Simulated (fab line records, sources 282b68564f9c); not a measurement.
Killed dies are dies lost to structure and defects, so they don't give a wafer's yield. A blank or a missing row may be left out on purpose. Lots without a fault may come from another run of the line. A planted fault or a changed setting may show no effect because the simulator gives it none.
fab line records | flow rit_cmos
record lots=4 wafers=12 last_day=7
route steps=202 shown SDANNEAL@156 SILICIDE@161 CONTACT@168 M1@184
lots that met no fault: from a run of the same line without faults
start_h: hours from the record's first day to the start of the lot's first wafer shown | wait_h: hours since the lot's step before | " the same as in the row above | L1.1+2: a row that stands for several wafers | - no value, or no start given | * or withheld: withheld | < > ~ a bound
route shown NAME@n: a module of which the file shows steps, and the number in the route of the first | usual: mean/standard deviation of fault-free wafers | same: alike in all rows | chamber/n: place in a boat | sites: the reading at each site | _std_site: their standard deviation | _edge_site: outer sites' mean less inner sites' | radius_mm: how far each site lies from the wafer's centre | mask NAME#n: copy n | behind: the tool/chamber that last shaped the wafer | hold: why the lot was held/for how many hours/how that ended | device: the transistor (n, p or np) that didn't switch | end of line: the same wafers' tests at the end of the route | a step without rows: its recipe alone | killed: dies lost to structure and defects at the first sort, not the wafer's yield | map: a wafer's dies, x killed, . not, _ none there
set.NAME: the setting as run; set.NAME@STEP: as run at that earlier step | model.NAME: the simulator's own value behind a step, which no gauge read
lots at some steps of the route; a table a step, a row a wafer
services: from which hour (start_h, from the record's first day; less than 0 if before it) a tool's chamber was out of use, for how many hours, and why
## steps
# step RIT_SDANNEAL_RTA_03
# recipe temp_c=1050 time_s=5 idle_temp_c=600 ramp_up_c_per_s=342 ramp_down_c_per_s=171 cool_to_c=600 ambient=N2
# step RIT_SILICIDE_WET_ETCH_00
# recipe chemistry=BOE target=SiO2 target_depth_nm=14 time_s=15 dry=n2_spin dilution=10:1 temp_c=21.5
# step RIT_SILICIDE_SPUTTER_01
# recipe material=Ti target_thk_nm=30 power_w=350 chamber_pressure_pa=0.667 gas=Ar time_s=240 substrate_temp_c=25
# step RIT_SILICIDE_RTA_04
# recipe temp_c=650 time_s=10 idle_temp_c=25 ramp_up_s=5 ramp_down_s=5 cool_to_c=25 ambient=N2
# step RIT_SILICIDE_WET_ETCH_05
# recipe chemistry=SPM target=Ti temp_c=90 time_s=120 dry=n2_spin
# step RIT_SILICIDE_RTA_06
# recipe temp_c=750 time_s=10 idle_temp_c=25 ramp_up_s=5 ramp_down_s=10 cool_to_c=25 ambient=N2
# step RIT_CONTACT_CVD_00
# recipe material=SiO2 target_thk_nm=400 precursor=TEOS temp_c=390 time_s=61 rf_w=400
# usual heater_power_w=324/57 susceptor_temp_C=390.01/0.21
# columns lot.wafer tool chamber start_h wait_h heater_power_w susceptor_temp_C model.SiO2_of_CONTACT_CVD_00.thk_nm
L613.1 pecvd-04 0 65.90 0.1 274 390.02 398.6
L613.4 " 2 " " 341 390.09 411.2
L613.6 " 1 " " 349 390.07 404.1
L625.2 pecvd-04 0 125.05 0.0 345 389.96 152.1
L625.4 " 2 " " 355 390.29 405.4
L625.5 " 0 " " 351 390.20 149.2
L628.2 pecvd-04 0 136.61 0.0 365 390.02 150.5
L628.4 " 2 " " 342 390.06 399.6
L628.5 " 0 " " 270 389.85 154.8
L632.1 pecvd-02 0 157.50 0.1 305 389.91 390.1
L632.2 " 1 " " 230 390.21 394.6
L632.5 " 1 " " 246 390.40 401
# step RIT_CONTACT_THK_MEAS_01
# recipe reads=SiO2_of_CONTACT_CVD_00
# usual CONTACT_TEOS_THK=400/5.7
# columns lot.wafer tool chamber start_h wait_h CONTACT_TEOS_THK[nm]
L613.1 film_metro-04 - 65.95 0.0 399
L613.4 " - " " 411
L613.6 " - " " 405
L625.2 film_metro-02 - 125.11 0.0 152
L625.4 " - " " 405
L625.5 " - " " 149
L628.2 film_metro-04 - 136.67 0.0 150
L628.4 " - " " 400
L628.5 " - " " 155
L632.1 film_metro-04 - 157.55 0.0 390
L632.2 " - " " 395
L632.5 " - " " 401
# step RIT_CONTACT_HMDS_02
# recipe prime_time_s=60 prime_temp_c=140
# step RIT_CONTACT_COAT_03
# recipe resist=NOVOLAK spin_rpm=3250 resist_thk_nm=1000
# step RIT_CONTACT_SOFTBAKE_04
# recipe resist=NOVOLAK temp_c=90 time_s=60
# step RIT_CONTACT_EXPOSE_05
# recipe mask_id=M11 na=0.6 source_shape=conventional sigma_outer=0.5 target_cd_nm=1000 dose_mj=250
# step RIT_CONTACT_PEB_06
# recipe resist=NOVOLAK temp_c=withheld time_s=withheld
# step RIT_CONTACT_DEVELOP_07
# recipe resist=NOVOLAK develop_time_s=120 dev_temp_c=23
# step RIT_CONTACT_HARDBAKE_10
# recipe resist=NOVOLAK temp_c=140 time_s=60
# step RIT_CONTACT_ETCH_11
# recipe target_depth_a=4800 over_etch_frac=0.2 stop_on=TiSi2 chemistry=CHF3/CF4/Ar target=SiO2 CHF3_flow_sccm=50 cf4_flow_sccm=10 Ar_flow_sccm=100 O2_flow_sccm=5 pressure_mtorr=100 rf_w=200 time_s=320
# usual drypump_motor_current_A=6.0/0.44 oes_product_au=0.989/0.016 throttle_valve_pct=8.85/0.13
# same time_s=320
# columns lot.wafer tool chamber start_h wait_h drypump_motor_current_A oes_product_au rf_hours_counter_h throttle_valve_pct model.etch.depth_nm model.CONTACT.feature_depth_nm
L613.1 rie_diel-01 2 67.41 0.1 6.5 0.984 25 8.81 398.6 398.6
L613.4 " 3 " " 5.8 1.008 - 8.96 411.2 411.2
L613.6 " 2 " " 6.5 0.981 - 8.82 404.1 404.1
L625.2 rie_diel-03 2 126.56 0.1 6.5 0.964 11 9.07 152.1 152.1
L625.4 " 3 " " 5.8 1.006 0 8.86 405.4 405.4
L625.5 " 3 " " 5.8 0.977 - 8.84 149.2 149.2
L628.2 rie_diel-01 3 138.12 0.1 5.8 0.975 9 8.97 150.5 150.5
L628.4 " 2 " " 6.5 0.981 27 8.82 399.6 399.6
L628.5 " 1 " " 5.0 0.974 - 8.76 154.8 154.8
L632.1 rie_diel-03 0 159.01 0.1 6.1 0.961 132 8.63 390.1 390.1
L632.2 " 2 " " 6.6 0.999 12 9.05 394.6 394.6
L632.5 " 3 " " 5.8 0.999 - 8.84 401 401
# step RIT_CONTACT_STRIP_12
# recipe chemistry=O2 time_s=180 resist=NOVOLAK platen_temp_c=withheld power_w=500 pressure_mtorr=4000 o2_flow_sccm=4000
# step RIT_CONTACT_CLEAN_13
# recipe chemistry=SC1 mix=3:3:50 time_s=600 temp_c=75
# step RIT_CONTACT_CLEAN_14
# recipe chemistry=SC2 mix=3:3:50 time_s=600 temp_c=75 dry=n2_spin
# step RIT_M1_SPUTTER_00
# recipe material=Al target_thk_nm=400 power_w=2000 chamber_pressure_pa=0.4 gas=Ar time_s=500 substrate_temp_c=25
# step RIT_M1_HMDS_03
# recipe prime_time_s=60 prime_temp_c=140
# step RIT_M1_COAT_04
# recipe resist=NOVOLAK spin_rpm=2000 resist_thk_nm=1300
# step RIT_M1_SOFTBAKE_05
# recipe resist=NOVOLAK temp_c=90 time_s=60
# step RIT_M1_EXPOSE_06
# recipe mask_id=M12 na=0.6 source_shape=conventional sigma_outer=0.5 target_cd_nm=2600 dose_mj=250
# step RIT_M1_PEB_07
# recipe resist=NOVOLAK temp_c=withheld time_s=withheld
# step RIT_M1_DEVELOP_08
# recipe resist=NOVOLAK develop_time_s=68 dev_temp_c=23
# step RIT_M1_HARDBAKE_11
# recipe resist=NOVOLAK temp_c=140 time_s=120
# step RIT_M1_METAL_ETCH_12
# recipe stop_on=SiO2 chemistry=Cl2/BCl3 target=Al time_s=165 over_etch_frac=0.5 pressure_mtorr=100 target_depth_a=6000 rf_w=250 Cl2_flow_sccm=60 bcl3_flow_sccm=50
# usual drypump_motor_current_A=5.4/0.49 oes_product_au=0.772/0.011 throttle_valve_pct=8.36/0.11
# same time_s=165
# columns lot.wafer tool chamber start_h wait_h drypump_motor_current_A oes_product_au rf_hours_counter_h throttle_valve_pct model.SiO2_of_CONTACT_CVD_00.thk_nm
L613.1 rie_metal-01 0 70.13 0.2 6.0 0.771 4 8.26 361.2
L613.4 " 0 " " 6.0 0.783 - 8.26 373.8
L613.6 " 0 " " 6.0 0.772 - 8.27 366.4
L625.2 rie_metal-01 1 129.39 0.2 5.9 0.779 - 8.37 115.1
L625.4 " 1 " " 5.9 0.781 - 8.37 368.1
L625.5 " 1 " " 5.9 0.770 - 8.37 112
L628.2 rie_metal-02 0 140.73 0.2 5.6 0.765 2 8.42 113.9
L628.4 " 0 " " 5.6 0.767 - 8.44 363
L628.5 " 1 " " 4.7 0.764 - 8.19 116.7
L632.1 rie_metal-01 1 161.61 0.2 5.9 0.788 6 8.37 353.2
L632.2 " 0 " " 6.0 0.785 5 8.26 357.3
L632.5 " 0 " " 6.0 0.778 - 8.27 363.7
# step RIT_M1_STRIP_13
# recipe chemistry=nmp resist=NOVOLAK temp_c=80 time_s=600 dry=n2_spin
# step RIT_M1_PROBE_99
# usual killed_at_front_end=7/3.2 killed_dies=7/3.2 killed_on_rim=1.9/1.4 killed_open=3.6/2.1 killed_short=3.5/2
# same gross_dies=264 killed_at_M0_to_M3=0 killed_at_M4_up=0 killed_at_back_side=0 killed_at_contacts=0 killed_at_other=0
# columns lot.wafer tool chamber start_h wait_h killed_at_front_end killed_dies killed_on_rim killed_open killed_short model.etest.field_p_metal.vt_v model.etest.nmos_0p15.junction_log10_a_um model.etest.nmos_narrow.off_log10_a_um model.etest.gate_end_array.leak_log10_a_um model.etest.nmos_0p3.off_log10_a_um model.etest.contact_diode_array.leak_log10_a model.etest.pmos_0p15.junction_log10_a_um model.etest.pmos_0p3.off_log10_a_um
L613.1 prober-02 - 72.42 0.1 12 12 2 5 7 -29.09 -13.81 -13.33 -12.92 -13.1 -9.325 -13.71 -13.07
L613.4 prober-02 - 72.57 0.2 8 8 3 5 3 -29.83 -13.46 -13.33 -12.96 -13.2 -9.442 -13.86 -13.06
L613.6 prober-02 - 72.67 0.2 6 6 5 4 2 -29.64 -13.51 -13.38 -12.96 -13.13 -9.438 -13.71 -13.05
L625.2 prober-02 - 131.83 0.1 11 11 3 6 5 -16.45 -10.15 -10.15 -9.929 -10.15 -6.934 -11.15 -11.14
L625.4 prober-02 - 131.93 0.2 5 5 1 4 1 -29.86 -13.38 -13.09 -12.94 -13.15 -9.454 -13.82 -12.73
L625.5 prober-02 - 131.98 0.2 6 6 2 2 4 -16.38 -10.04 -10.04 -9.846 -10.04 -6.752 -11.04 -11.03
L628.2 prober-01 - 143.96 0.1 7 7 4 2 5 -16.71 -10.1 -10.1 -10.02 -10.1 -6.797 -11.09 -11.09
L628.4 prober-01 - 144.06 0.2 8 8 3 6 2 -29.41 -13.6 -13.38 -13.03 -13.13 -9.248 -13.73 -13.04
L628.5 prober-01 - 144.11 0.2 7 7 0 2 5 -16.82 -10.51 -10.51 -10.35 -10.51 -7.111 -11.51 -11.49
L632.1 prober-01 - 163.88 0.1 10 10 0 7 3 -28.86 -13.46 -13.1 -12.99 -13.07 -9.441 -13.74 -12.94
L632.2 prober-01 - 163.93 0.1 9 9 4 4 5 -28.64 -13.62 -13.21 -12.85 -13.05 -9.357 -13.85 -12.66
L632.5 prober-01 - 164.08 0.2 6 6 1 3 3 -28.69 -13.56 -13.2 -12.68 -12.94 -9.483 -13.73 -12.68
# killed by level:class
L613.1 SILICIDE:geometric_particle:open=3 FOX1:geometric_particle:short=2 FOX2:geometric_particle:short=2 GATE:geometric_particle:short=2 GATE:geometric_particle:open=1 REOX:geometric_particle:short=1 REOX:geometric_particle:open=1
L613.4 GATE:geometric_particle:short=2 GATE:geometric_particle:open=2 SPACER:geometric_particle:open=2 REOX:geometric_particle:short=1 REOX:geometric_particle:open=1
L613.6 FOX2:geometric_particle:open=2 SPACER:geometric_particle:short=2 GATE:geometric_particle:open=1 SPACER:geometric_particle:open=1
L625.2 GATE:geometric_particle:short=3 GATE:geometric_particle:open=2 REOX:geometric_particle:open=2 ACTIVE:geometric_particle:short=1 FOX2:geometric_particle:open=1 REOX:geometric_particle:short=1 SILICIDE:geometric_particle:open=1
L625.4 SPACER:geometric_particle:open=2 FOX1:geometric_particle:open=1 REOX:geometric_particle:open=1 SPACER:geometric_particle:short=1
L625.5 GATE:geometric_particle:short=2 FOX1:geometric_particle:open=1 FOX2:geometric_particle:short=1 GATE:geometric_particle:open=1 SPACER:geometric_particle:short=1
L628.2 GATE:geometric_particle:short=3 FOX1:geometric_particle:open=1 FOX1:geometric_particle:short=1 FOX2:geometric_particle:short=1 GATE:geometric_particle:open=1
L628.4 REOX:geometric_particle:open=2 REOX:geometric_particle:short=2 FOX1:geometric_particle:open=1 FOX2:geometric_particle:open=1 GATE:geometric_particle:open=1 SPACER:geometric_particle:open=1
L628.5 GATE:geometric_particle:short=3 FOX1:geometric_particle:open=2 SPACER:geometric_particle:short=2
L632.1 GATE:geometric_particle:open=7 GATE:geometric_particle:short=2 SILICIDE:geometric_particle:short=1
L632.2 FOX1:geometric_particle:short=3 FOX1:geometric_particle:open=1 GATE:geometric_particle:short=1 GATE:geometric_particle:open=1 SPACER:geometric_particle:open=1 SILICIDE:geometric_particle:open=1 SILICIDE:geometric_particle:short=1
L632.5 GATE:geometric_particle:open=2 FOX1:geometric_particle:open=1 GATE:geometric_particle:short=1 REOX:geometric_particle:short=1 SILICIDE:geometric_particle:short=1
## services
# columns tool chamber start_h hours kind
pecvd-04 - 69.38 0.6 repair
rie_diel-03 3 97.30 - clean
rie_diel-03 3 97.30 18.0 scheduled_down
rie_diel-03 3 97.30 18.0 vent_cycle
rie_diel-03 - 115.02 1.0 repair
rie_metal-01 0 126.97 5.4 repair
rie_metal-02 - 135.19 1.4 pm
rie_diel-01 - 147.83 2.8 pm
## key
first_sign step=RIT_CONTACT_THK_MEAS_01 reading=CONTACT_TEOS_THK direction=down sigmas=44 usual=400 struck=152
effect none on later readings
model_effect step=RIT_CONTACT_CVD_00 value=SiO2_of_CONTACT_CVD_00.thk_nm without=399.6 struck=151.6
model_effect step=RIT_CONTACT_ETCH_11 value=etch.depth_nm without=399.6 struck=151.6
model_effect step=RIT_M1_METAL_ETCH_12 value=SiO2_of_CONTACT_CVD_00.thk_nm without=362.4 struck=114.4
model_effect step=RIT_M1_PROBE_99 value=etest.field_p_metal.vt_v without=-29.16 struck=-16.59
met_at RIT_CONTACT_CVD_00
struck_wafers L625.2,L625.5,L628.2,L628.5
tester_left_out L625,L628
onset_between 65.90 125.05
fault kind=process_parameter_drift tool=pecvd-04 chamber=0 onset_h=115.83 steps=RIT_CONTACT_CVD_00 channel=target_thk_nm offset=-247.97 shape=step end_h=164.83 stated=400
# tester_left_out: of these lots the tester's yield and bins aren't shown, on N5 and GAA mostly nor the transistor test; their killed dies are dies lost to structure and defects alone, not to doping, threshold or leakage, so they don't give the yield
